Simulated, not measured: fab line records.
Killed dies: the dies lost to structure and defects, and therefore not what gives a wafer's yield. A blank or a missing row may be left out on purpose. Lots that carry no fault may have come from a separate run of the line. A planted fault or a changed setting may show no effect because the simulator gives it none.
Problem report, 8D (eight disciplines) form, completed by code | flow berkeley_cmos170 | the parts of the form that need people (team, actions taken, sign-off) are left out

## 1. THE ISSUE
M2_AL_RS at UCB170_M2_RS_MEAS_02 reads a mean of 0.02573 ohm/sq on 2 wafers of 2 lots; wafers without a fault read 0.03225 ohm/sq with a standard deviation of 0.00026. Measured from the usual mean, that is -25 standard deviations.
The step: measures by four-point-probe.
First observed at day 11 06:59: wafer L525.3, on film_metro-02. The record has a number at this step for 42 wafers belonging to 14 lots. Rule for "out" (also "out of limits"): further than 4 standard deviations from the usual mean. All remaining wafers that have a number are taken as sound.

## 2. WHAT IT IS, WHAT IT ISN'T
question                    | is                | is not
which readings at this step | M2_AL_RS          | -
which lots                  | L525, L527        | L512, L513, L514, L515, L516, L517, L520, L521, L522, L524, L530, L535
which wafers of those lots  | L525.3, L527.3    | L525.4, L525.6, L527.4, L527.5
read on which gauges        | film_metro-02     | film_metro-03, film_metro-04
when                        | from day 11 06:59 | up to then (32 sound wafers); but 8 sound wafers of L527, L530, L535 came after

## 3. WHAT RULES OUT EACH SUSPECT
Counting: if a tool at a process step up to the reading ran every lot that is out, it stays a suspect. Sound lots after the first of them don't rule it out here, since some wafers of a struck lot are sound.
- the gauge at UCB170_M2_RS_MEAS_02 has been ruled out. All the wafers that are out were read on film_metro-02, but those of them that UCB170_M2_SPUTTER_01 has rows for are out there too, on other tools.
- pvd_sputter-04 at UCB170_M2_SPUTTER_01 (material Al, target thk 900 nm, time 120 s): kept. Ran every lot that is out, first one L525 (day 11 06:52); last sound lot up to then L524 (day 10 12:36). Out on those wafers are its own readings of cathode_dc_power_W.
Left after counting: pvd_sputter-04 at UCB170_M2_SPUTTER_01.

## 4. THE CAUSE (what the simulator had put in)
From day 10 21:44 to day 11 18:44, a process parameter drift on pvd_sputter-04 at UCB170_M2_SPUTTER_01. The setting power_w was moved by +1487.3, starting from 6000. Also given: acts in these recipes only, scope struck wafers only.
The count eliminated every tool but this one.

## 5. SEQUENCE OF EFFECTS, ordered by route
One row per reading whose mean, taken over the struck wafers that have a number, lies over 3 standard deviations from the usual. Only readings for which the record gives a usual standard deviation are gone through. hours: the time from each lot's start at the first step in this table that gives one to its start at this step, as a median over the lots. sigmas: the change in usual standard deviations.
hours | step                    | reading            | usual          | on struck wafers | change   | sigmas
0     | UCB170_M2_SPUTTER_01    | cathode_dc_power_W | 6000.0 W       | 7485.9           | +1485.9  | +99 or more
0     | UCB170_M2_RS_MEAS_02    | M2_AL_RS           | 0.03225 ohm/sq | 0.02573          | -0.00652 | -25
3     | UCB170_M2_THK_MEAS_03   | M2_AL_THK          | 885 nm         | 1104             | +218     | +24
9     | UCB170_M2_METAL_ETCH_18 | oes_product_au     | 0.852 a.u.     | 0.971            | +0.119   | +7.9
It contains these process steps:
- UCB170_M2_SPUTTER_01: material Al, target thk 900 nm, time 120 s.
- UCB170_M2_METAL_ETCH_18: etches Al in Cl2/BCl3, stops on SiO2, target depth 1170 nm, time 195 s.

## 6. WHAT WOULD HAVE CAUGHT IT SOONER
The first out-of-limits reading at a measuring or inspecting step in this record came at day 11 06:59, 9 hours after the fault's start at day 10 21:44.
The tool's own readings at UCB170_M2_SPUTTER_01 were out on every struck wafer that the step has a row for (cathode_dc_power_W): an alarm limit on them would have fired on the first of those.
Of the lots that are out (2), L527 began UCB170_M2_SPUTTER_01 on pvd_sputter-04 after day 11 06:59. Holding the tool at that time would have saved it.
